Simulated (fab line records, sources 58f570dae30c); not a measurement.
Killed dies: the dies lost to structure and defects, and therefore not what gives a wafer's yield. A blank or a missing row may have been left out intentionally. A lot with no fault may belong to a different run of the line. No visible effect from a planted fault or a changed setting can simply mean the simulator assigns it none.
Split-lot experiment / flow berkeley cmos170 / 23 wafers read from 5 lots, route of 331 steps

== ON THE SPLIT ==
At UCB170_WELLDRIVE_OXIDATION_01 (target thk 199 nm, ox time 9000 s), the setting ox time s was moved away from the recipe's 9000 s on 10 of the 23 wafers read, by -6.5% to +8.5%. The other wafers ran this setting at the recipe's value.

The split's own step is where the reading is taken.

== THE READING ==
SiO2_of_WELLDRIVE_OXIDATION_01.thk nm (the simulator's own value, which no gauge read), in nm, at UCB170_WELLDRIVE_OXIDATION_01 (target thk 199 nm, ox time 9000 s). The file gives no usual value for it. The 13 wafers here that ran the recipe average 198.8 nm, standard deviation 2 nm.

wafer=L074.1; tool, chamber at the split=-, -; ox time s as run, s=9000; against the recipe=recipe; SiO2_of_WELLDRIVE_OXIDATION_01.thk nm, nm=200.5; against lot-mates on the recipe=-
wafer=L074.2; tool, chamber at the split=-, -; ox time s as run, s=9000; against the recipe=recipe; SiO2_of_WELLDRIVE_OXIDATION_01.thk nm, nm=200.2; against lot-mates on the recipe=-
wafer=L074.6; tool, chamber at the split=-, -; ox time s as run, s=9000; against the recipe=recipe; SiO2_of_WELLDRIVE_OXIDATION_01.thk nm, nm=200.2; against lot-mates on the recipe=-
wafer=L074.3; tool, chamber at the split=-, -; ox time s as run, s=9000; against the recipe=recipe; SiO2_of_WELLDRIVE_OXIDATION_01.thk nm, nm=195.9; against lot-mates on the recipe=-
wafer=L074.4; tool, chamber at the split=-, -; ox time s as run, s=9000; against the recipe=recipe; SiO2_of_WELLDRIVE_OXIDATION_01.thk nm, nm=198.9; against lot-mates on the recipe=-
wafer=L079.3; tool, chamber at the split=furnace-02, 0; ox time s as run, s=9000; against the recipe=recipe; SiO2_of_WELLDRIVE_OXIDATION_01.thk nm, nm=202.9; against lot-mates on the recipe=-
wafer=L079.4; tool, chamber at the split=furnace-02, 0; ox time s as run, s=9000; against the recipe=recipe; SiO2_of_WELLDRIVE_OXIDATION_01.thk nm, nm=196.2; against lot-mates on the recipe=-
wafer=L079.5; tool, chamber at the split=furnace-02, 0; ox time s as run, s=9000; against the recipe=recipe; SiO2_of_WELLDRIVE_OXIDATION_01.thk nm, nm=200.5; against lot-mates on the recipe=-
wafer=L081.1; tool, chamber at the split=-, -; ox time s as run, s=8416; against the recipe=-6.5%; SiO2_of_WELLDRIVE_OXIDATION_01.thk nm, nm=191.5; against lot-mates on the recipe=no lot-mate on the recipe
wafer=L081.2; tool, chamber at the split=-, -; ox time s as run, s=8416; against the recipe=-6.5%; SiO2_of_WELLDRIVE_OXIDATION_01.thk nm, nm=195; against lot-mates on the recipe=no lot-mate on the recipe
wafer=L081.3; tool, chamber at the split=-, -; ox time s as run, s=8416; against the recipe=-6.5%; SiO2_of_WELLDRIVE_OXIDATION_01.thk nm, nm=193.8; against lot-mates on the recipe=no lot-mate on the recipe
wafer=L081.5; tool, chamber at the split=-, -; ox time s as run, s=8416; against the recipe=-6.5%; SiO2_of_WELLDRIVE_OXIDATION_01.thk nm, nm=196.4; against lot-mates on the recipe=no lot-mate on the recipe
wafer=L081.6; tool, chamber at the split=-, -; ox time s as run, s=8416; against the recipe=-6.5%; SiO2_of_WELLDRIVE_OXIDATION_01.thk nm, nm=195.8; against lot-mates on the recipe=no lot-mate on the recipe
wafer=L082.1; tool, chamber at the split=-, -; ox time s as run, s=9000; against the recipe=recipe; SiO2_of_WELLDRIVE_OXIDATION_01.thk nm, nm=198.7; against lot-mates on the recipe=-
wafer=L082.2; tool, chamber at the split=-, -; ox time s as run, s=9000; against the recipe=recipe; SiO2_of_WELLDRIVE_OXIDATION_01.thk nm, nm=195.4; against lot-mates on the recipe=-
wafer=L082.4; tool, chamber at the split=-, -; ox time s as run, s=9000; against the recipe=recipe; SiO2_of_WELLDRIVE_OXIDATION_01.thk nm, nm=198.6; against lot-mates on the recipe=-
wafer=L082.5; tool, chamber at the split=-, -; ox time s as run, s=9000; against the recipe=recipe; SiO2_of_WELLDRIVE_OXIDATION_01.thk nm, nm=197.8; against lot-mates on the recipe=-
wafer=L082.6; tool, chamber at the split=-, -; ox time s as run, s=9000; against the recipe=recipe; SiO2_of_WELLDRIVE_OXIDATION_01.thk nm, nm=198.9; against lot-mates on the recipe=-
wafer=L085.1; tool, chamber at the split=-, -; ox time s as run, s=9762; against the recipe=+8.5%; SiO2_of_WELLDRIVE_OXIDATION_01.thk nm, nm=205; against lot-mates on the recipe=no lot-mate on the recipe
wafer=L085.6; tool, chamber at the split=-, -; ox time s as run, s=9762; against the recipe=+8.5%; SiO2_of_WELLDRIVE_OXIDATION_01.thk nm, nm=205; against lot-mates on the recipe=no lot-mate on the recipe
wafer=L085.2; tool, chamber at the split=-, -; ox time s as run, s=9762; against the recipe=+8.5%; SiO2_of_WELLDRIVE_OXIDATION_01.thk nm, nm=206.6; against lot-mates on the recipe=no lot-mate on the recipe
wafer=L085.3; tool, chamber at the split=-, -; ox time s as run, s=9762; against the recipe=+8.5%; SiO2_of_WELLDRIVE_OXIDATION_01.thk nm, nm=203.6; against lot-mates on the recipe=no lot-mate on the recipe
wafer=L085.5; tool, chamber at the split=-, -; ox time s as run, s=9762; against the recipe=+8.5%; SiO2_of_WELLDRIVE_OXIDATION_01.thk nm, nm=204.5; against lot-mates on the recipe=no lot-mate on the recipe

THE FIT
A straight line over all 23 wafers: SiO2_of_WELLDRIVE_OXIDATION_01.thk nm changes by +0.7 nm for each +1% of ox time s; r = +0.89; the points scatter about the line by 1.9 nm.
Too few moved wafers have a lot-mate on the recipe to fit a line with each lot's own level taken away.

== THE FILE'S OWN FIT ==
SiO2_of_WELLDRIVE_OXIDATION_01.thk nm changes by +0.703 nm for each +1% of ox time s, r = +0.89.
